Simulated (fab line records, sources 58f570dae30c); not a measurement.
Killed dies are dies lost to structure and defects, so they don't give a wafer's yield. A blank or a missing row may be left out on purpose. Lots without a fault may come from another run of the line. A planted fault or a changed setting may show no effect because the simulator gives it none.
Which tool did it? | flow berkeley_cmos170 | 13 lots, 39 wafers sampled, at 5 steps of a route of 331

WHAT THE GAUGES READ, wafer by wafer
UCB170_M1_RS_MEAS_01: measures by four-point-probe.
lot  | measured     | on            | M1_AL_RS (ohm/sq)
L698 | day 8 03:31  | film_metro-03 | 0.0485 0.0482 0.0486
L699 | day 8 13:08  | film_metro-01 | 0.0485 0.0485 0.0483
L700 | day 8 15:51  | film_metro-02 | 0.0489 0.0494 0.0495
L702 | day 9 00:45  | film_metro-03 | 0.0478 0.0473 0.0472
L706 | day 9 10:49  | film_metro-03 | 0.0478 0.0484 0.0478
L705 | day 9 11:01  | film_metro-02 | 0.0479 0.0482 0.0485
L709 | day 10 02:10 | film_metro-03 | 0.0477 0.0481 0.0477
L712 | day 11 01:31 | film_metro-01 | 0.0489 0.0489 0.0488
L713 | day 11 03:06 | film_metro-03 | 0.0477 0.0478 0.0478
L714 | day 11 13:19 | film_metro-03 | 0.0477 0.0501 0.0502
L717 | day 12 02:14 | film_metro-03 | 0.0495 0.0498 0.0498
L721 | day 13 00:01 | film_metro-01 | 0.0481 0.0484 0.0480
L720 | day 13 02:24 | film_metro-03 | 0.0486 0.0487 0.0486

UCB170_M1_THK_MEAS_02: measures by xrf.
lot  | measured     | on            | M1_AL_THK (nm)
L698 | day 8 03:38  | film_metro-03 | 596 595 594
L699 | day 8 13:14  | film_metro-01 | 587 588 586
L700 | day 8 15:58  | film_metro-02 | 584 579 583
L702 | day 9 00:51  | film_metro-03 | 601 606 608
L706 | day 9 10:56  | film_metro-03 | 598 590 602
L705 | day 9 11:06  | film_metro-02 | 596 595 593
L709 | day 10 02:16 | film_metro-03 | 605 604 605
L712 | day 11 01:37 | film_metro-01 | 581 584 581
L713 | day 11 03:12 | film_metro-03 | 601 603 601
L714 | day 11 13:26 | film_metro-03 | 604 574 571
L717 | day 12 02:19 | film_metro-03 | 586 581 582
L721 | day 13 00:08 | film_metro-01 | 595 590 595
L720 | day 13 02:30 | film_metro-03 | 594 593 593

UCB170_V1_OVL_MEAS_13.
lot  | measured     | on         | V1_OVL (nm)
L698 | day 8 08:35  | overlay-01 | 4 3 4
L699 | day 8 18:49  | overlay-01 | 2 -2 2
L700 | day 9 00:33  | overlay-02 | -3 2 4
L702 | day 9 06:57  | overlay-02 | -2 -4 -2
L706 | day 9 16:52  | overlay-01 | 5 -3 0
L705 | day 9 18:02  | overlay-02 | 8 -2 1
L709 | day 10 07:04 | overlay-02 | 8 6 5
L712 | day 11 07:41 | overlay-02 | -2 -4 -5
L713 | day 11 09:10 | overlay-02 | 6 -1 8
L714 | day 11 18:25 | overlay-02 | -6 -3 -5
L717 | day 12 08:47 | overlay-01 | 4 7 2
L721 | day 13 05:02 | overlay-02 | 4 7 -3
L720 | day 13 09:04 | overlay-02 | 6 9 13

WHICH TOOL RAN EACH LOT (tool, then ch and the chambers of the sampled wafers, then the start)
lot  | UCB170_M1_SPUTTER_00         | UCB170_M1_STRIP_13
L698 | pvd_sputter-01, day 8 03:28  | plasma_asher-02 ch 0,1, day 8 04:53
L699 | pvd_sputter-03, day 8 13:02  | plasma_asher-01 ch 0,1, day 8 15:19
L700 | pvd_sputter-03, day 8 15:47  | plasma_asher-02 ch 0,1, day 8 17:13
L702 | pvd_sputter-04, day 9 00:39  | plasma_asher-04 ch 0,1, day 9 02:42
L706 | pvd_sputter-01, day 9 10:46  | plasma_asher-01 ch 0,1, day 9 12:18
L705 | pvd_sputter-04, day 9 10:53  | plasma_asher-02 ch 0,1, day 9 12:35
L709 | pvd_sputter-04, day 10 02:05 | plasma_asher-02 ch 0,1, day 10 03:37
L712 | pvd_sputter-01, day 11 01:26 | plasma_asher-01 ch 0,1, day 11 03:13
L713 | pvd_sputter-01, day 11 03:00 | plasma_asher-01 ch 0,1, day 11 04:56
L714 | pvd_sputter-03, day 11 13:15 | plasma_asher-02 ch 0,1, day 11 14:47
L717 | pvd_sputter-04, day 12 02:07 | plasma_asher-02 ch 0,1, day 12 04:15
L721 | pvd_sputter-04, day 12 23:57 | plasma_asher-04 ch 0,1, day 13 01:37
L720 | pvd_sputter-04, day 13 02:18 | plasma_asher-04 ch 0,1, day 13 04:11
- UCB170_M1_SPUTTER_00: material Al, target thk 600 nm, time 80 s.
- UCB170_M1_STRIP_13: strips in O2.

WHAT THE TOOLS THEMSELVES READ (means of the sampled wafers that have a number; where no wafer has one, the mark that the record gives instead)
UCB170_M1_SPUTTER_00.
lot  | tool           | throttle_valve_pct (%)
L698 | pvd_sputter-01 | 29.4
L699 | pvd_sputter-03 | 30.9
L700 | pvd_sputter-03 | 30.6
L702 | pvd_sputter-04 | 29.8
L706 | pvd_sputter-01 | 29.3
L705 | pvd_sputter-04 | 29.7
L709 | pvd_sputter-04 | 31.1
L712 | pvd_sputter-01 | 30.2
L713 | pvd_sputter-01 | 29.4
L714 | pvd_sputter-03 | 30.8
L717 | pvd_sputter-04 | 30.7
L721 | pvd_sputter-04 | 29.6
L720 | pvd_sputter-04 | 30.3

UCB170_M1_STRIP_13.
lot  | tool            | drypump_motor_current_A (A) | oes_product_au (a.u.)
L698 | plasma_asher-02 | 5.5                         | 0.719
L699 | plasma_asher-01 | 5.7                         | 0.719
L700 | plasma_asher-02 | 5.1                         | 0.715
L702 | plasma_asher-04 | 6.5                         | 0.722
L706 | plasma_asher-01 | 6.2                         | 0.720
L705 | plasma_asher-02 | 5.1                         | 0.721
L709 | plasma_asher-02 | 5.5                         | 0.719
L712 | plasma_asher-01 | 5.8                         | 0.720
L713 | plasma_asher-01 | 5.7                         | 0.723
L714 | plasma_asher-02 | 5.5                         | 0.722
L717 | plasma_asher-02 | 5.5                         | 0.719
L721 | plasma_asher-04 | 6.4                         | 0.719
L720 | plasma_asher-04 | 6.5                         | 0.720

THE ANSWER, worked out from the rows above alone
Rule: what is usual is taken from the lots themselves. Put in order of their means at a reading, lots are off if they are a third of the lots or fewer, leave a main group of 4 or more, and stand apart from it by a gap of 3 or more times the standard deviation of the main group's means; of several such gaps the widest counts. A main group whose means are all the same, to the digits that the tables above print for the reading, isn't used. A lot without any number at a reading at which 4 lots or more have one is off too. The other lots that the step has rows for count as sound. The gauges are gone through in route order, then the tools' own readings, and for those a lot's mean is taken as printed above. The first step at which some lot is off is used, and at that step the reading that is off furthest; a lot without a number counts as furthest.
No lot is off at any reading shown: from this, nothing can be told.

WHAT THE SIMULATOR HAD PUT IN
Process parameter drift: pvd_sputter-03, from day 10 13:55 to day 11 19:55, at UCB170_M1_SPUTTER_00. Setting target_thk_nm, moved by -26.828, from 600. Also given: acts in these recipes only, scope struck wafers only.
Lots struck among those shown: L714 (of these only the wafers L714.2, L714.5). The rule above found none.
